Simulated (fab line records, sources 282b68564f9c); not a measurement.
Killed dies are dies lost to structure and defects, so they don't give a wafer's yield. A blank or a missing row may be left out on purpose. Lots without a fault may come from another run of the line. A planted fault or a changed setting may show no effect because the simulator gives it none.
Tool commonality check | flow rit_cmos | 15 lots, 45 wafers sampled

WHY IT WAS OPENED
At RIT_PWELL_TW_MEAS_10 the reading PWELL_TW is flagged on 3 of 15 lots. Wafers without a fault read 962, standard deviation 9.4.
Rule: a lot is flagged when every wafer of it that has a number lies more than 4 standard deviations from that mean, or none has a number. The other lots count as sound.

lot  | measured    | on            | PWELL_TW, wafer by wafer | flag
L182 | day 1 23:23 | film_metro-03 | 963 964 963              |
L185 | day 2 13:46 | film_metro-03 | 961 963 955              |
L186 | day 2 20:24 | film_metro-03 | 960 956 962              |
L187 | day 3 00:58 | film_metro-03 | 958 962 960              |
L188 | day 3 06:02 | film_metro-02 | 949 954 950              |
L189 | day 3 11:05 | film_metro-03 | 962 956 958              |
L190 | day 3 14:59 | film_metro-03 | 1204 1210 1197           | FLAGGED
L193 | day 4 08:48 | film_metro-04 | 1207 1215 1208           | FLAGGED
L196 | day 4 21:57 | film_metro-02 | 954 956 950              |
L198 | day 5 08:47 | film_metro-03 | 1184 1198 1196           | FLAGGED
L199 | day 5 13:28 | film_metro-03 | 951 952 956              |
L200 | day 5 19:32 | film_metro-03 | 955 955 957              |
L201 | day 5 23:44 | film_metro-04 | 977 975 982              |
L204 | day 6 15:50 | film_metro-03 | 953 956 955              |
L205 | day 6 20:46 | film_metro-03 | 965 959 957              |
The numbers of the flagged lots are 1202 on average: +240 against the usual, or +26 standard deviations.

WHICH TOOL RAN EACH LOT
The record holds 1 process step before the reading, out of a route of 202 steps. In each cell: the tool, then ch and the chambers that the sampled wafers went through, then the start.
lot  | flag    | RIT_PWELL_IMPLANT_08
L182 |         | implanter-01 ch 0, day 1 23:04
L185 |         | implanter-01 ch 0, day 2 13:28
L186 |         | implanter-01 ch 0, day 2 20:05
L187 |         | implanter-04 ch 0, day 3 00:38
L188 |         | implanter-04 ch 0, day 3 05:42
L189 |         | implanter-01 ch 0, day 3 10:46
L190 | FLAGGED | implanter-01 ch 0, day 3 14:21
L193 | FLAGGED | implanter-01 ch 0, day 4 08:10
L196 |         | implanter-03 ch 0, day 4 21:38
L198 | FLAGGED | implanter-01 ch 0, day 5 08:09
L199 |         | implanter-03 ch 0, day 5 13:09
L200 |         | implanter-03 ch 0, day 5 19:13
L201 |         | implanter-03 ch 0, day 5 23:25
L204 |         | implanter-04 ch 0, day 6 15:31
L205 |         | implanter-03 ch 0, day 6 20:26
What these steps do:
- RIT_PWELL_IMPLANT_08
- RIT_PWELL_TW_MEAS_10

FLAGGED OVER TOTAL, TOOL BY TOOL (the gauges that took the reading come last)
step                 | tool          | lots run | flagged | share of the flagged lots | sound lots run after its first flagged lot
RIT_PWELL_IMPLANT_08 | implanter-01  | 7        | 3       | all                       | 0
RIT_PWELL_IMPLANT_08 | implanter-03  | 5        | 0       | none                      | -
RIT_PWELL_IMPLANT_08 | implanter-04  | 3        | 0       | none                      | -
RIT_PWELL_TW_MEAS_10 | film_metro-02 | 2        | 0       | none                      | -
RIT_PWELL_TW_MEAS_10 | film_metro-03 | 11       | 2       | some                      | 4 (L199,L200,L204,L205)
RIT_PWELL_TW_MEAS_10 | film_metro-04 | 2        | 1       | some                      | 1 (L201)

WHAT THE TABLE ALLOWS
1 row of the table ran every flagged lot: implanter-01 at RIT_PWELL_IMPLANT_08.
- implanter-01 at RIT_PWELL_IMPLANT_08: 3 of its 7 lots flagged. Its last sound lot is L189 (day 3 10:46), its first flagged lot L190 (day 3 14:21): a fault that began between those two fits.
One tool is left: implanter-01 at RIT_PWELL_IMPLANT_08.

WHAT THE SIMULATOR HAD PUT IN
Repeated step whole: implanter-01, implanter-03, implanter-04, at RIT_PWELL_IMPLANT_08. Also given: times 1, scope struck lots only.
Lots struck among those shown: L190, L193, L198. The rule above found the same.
